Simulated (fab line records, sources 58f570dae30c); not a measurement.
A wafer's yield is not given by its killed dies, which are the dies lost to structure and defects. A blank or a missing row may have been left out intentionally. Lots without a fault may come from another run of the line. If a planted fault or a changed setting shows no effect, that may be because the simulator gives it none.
Which of the tools did it? | flow berkeley_cmos170 | 42 wafers from 14 lots sampled at 3 of the route's 331 steps

## WHAT THE GAUGES READ, wafer by wafer
UCB170_NWELL_TW_MEAS_16.
lot  | measured    | on            | NWELL_TW
L434 | day 2 20:00 | film_metro-01 | 1268 1270 1263
L437 | day 3 12:11 | film_metro-02 | 1249 1253 1261
L438 | day 3 18:02 | film_metro-01 | 1254 1256 1255
L439 | day 3 18:09 | film_metro-01 | 1251 1256 1255
L440 | day 4 04:19 | film_metro-02 | 1257 1261 1262
L443 | day 4 14:16 | film_metro-02 | 1260 1254 1251
L442 | day 4 14:32 | film_metro-04 | 1249 1247 1250
L444 | day 4 22:11 | film_metro-02 | 1254 1251 1261
L446 | day 5 09:02 | film_metro-01 | 1253 1253 1252
L448 | day 5 20:47 | film_metro-01 | 1261 1253 1257
L447 | day 5 20:51 | film_metro-04 | 1246 1244 1246
L450 | day 6 08:20 | film_metro-04 | 1253 1255 1245
L454 | day 6 17:26 | film_metro-04 | 1251 1254 1249
L455 | day 7 01:52 | film_metro-04 | 1252 1260 1261

UCB170_PFIELD_OVL_MEAS_06.
lot  | measured    | on         | PFIELD_OVL (nm)
L434 | day 5 06:31 | overlay-02 | 5 -10 2
L437 | day 6 05:16 | overlay-02 | -8 -6 -12
L438 | day 6 06:55 | overlay-02 | 4 -5 -2
L439 | day 6 06:43 | overlay-02 | -11 -6 2
L440 | day 6 13:05 | overlay-01 | -8 -5 -6
L443 | day 7 00:19 | overlay-02 | 10 4 4
L442 | day 7 00:35 | overlay-01 | -17 -1 -6
L444 | day 7 15:11 | overlay-01 | -7 3 -7
L446 | day 7 23:46 | overlay-02 | 0 7 -2
L448 | day 8 09:45 | overlay-02 | 1 -1 -2
L447 | day 8 09:26 | overlay-01 | 1 -2 0
L450 | day 8 22:01 | overlay-01 | -6 -12 -7
L454 | day 9 05:42 | overlay-01 | 5 -2 -2
L455 | day 9 23:08 | overlay-02 | -5 -10 -8

UCB170_SACOX_THK_MEAS_02.
lot  | measured     | on            | SACOX_OXIDE_THK (nm)
L434 | day 6 01:52  | film_metro-03 | 14.39 14.13 14.04
L437 | day 7 02:52  | film_metro-03 | 14.33 14.19 14.60
L438 | day 7 02:50  | film_metro-04 | 14.04 14.17 14.23
L439 | day 7 02:54  | film_metro-04 | 14.09 14.27 14.17
L440 | day 7 14:10  | film_metro-03 | 14.33 14.51 14.54
L443 | day 8 02:02  | film_metro-03 | 14.54 14.47 14.54
L442 | day 8 02:01  | film_metro-04 | 14.51 14.53 14.36
L444 | day 8 17:05  | film_metro-01 | 14.81 14.70 14.61
L446 | day 8 23:34  | film_metro-04 | 14.18 14.06 14.44
L448 | day 9 11:19  | film_metro-01 | 14.31 14.72 14.76
L447 | day 9 11:19  | film_metro-04 | 14.66 14.56 14.19
L450 | day 9 19:04  | film_metro-04 | 14.74 14.63 14.60
L454 | day 10 04:19 | film_metro-03 | 14.64 14.54 14.39
L455 | day 10 23:35 | film_metro-03 | 14.83 14.55 14.55

## WHAT TOOL EACH LOT RAN ON (gives the tool, then ch and the chambers of the sampled wafers, and finally the start)
Before these readings, the record contains no process step.

## AS READ BY THE TOOLS THEMSELVES (means over the sampled wafers that have a number; for cases with no such wafer, the mark the record gives instead)
The record holds no such reading with a usual standard deviation.

## THE ANSWER, worked out from the rows above alone
Rule: what is usual is taken from the lots themselves. The widest of any qualifying gaps counts: lots, ordered by their means at a reading, are off when they make up no more than a third of the lots, leave a main group of 4 or more, and stand apart from it by 3 or more times the standard deviation of that group's means. If all means in a main group match to the digits the tables above print for the reading, that group is not used. Also off: a lot with no number at a reading for which 4 or more lots have one. All remaining lots with rows at the step are treated as sound. First the gauges in route order, then the tools' own readings, where a lot's mean is used as printed above. At the first step where some lot is off, the reading lying furthest off is the one used; lots without a number count as furthest.
No lot is off at any reading shown: from this, nothing can be told.

## WHAT THE SIMULATOR PUT IN
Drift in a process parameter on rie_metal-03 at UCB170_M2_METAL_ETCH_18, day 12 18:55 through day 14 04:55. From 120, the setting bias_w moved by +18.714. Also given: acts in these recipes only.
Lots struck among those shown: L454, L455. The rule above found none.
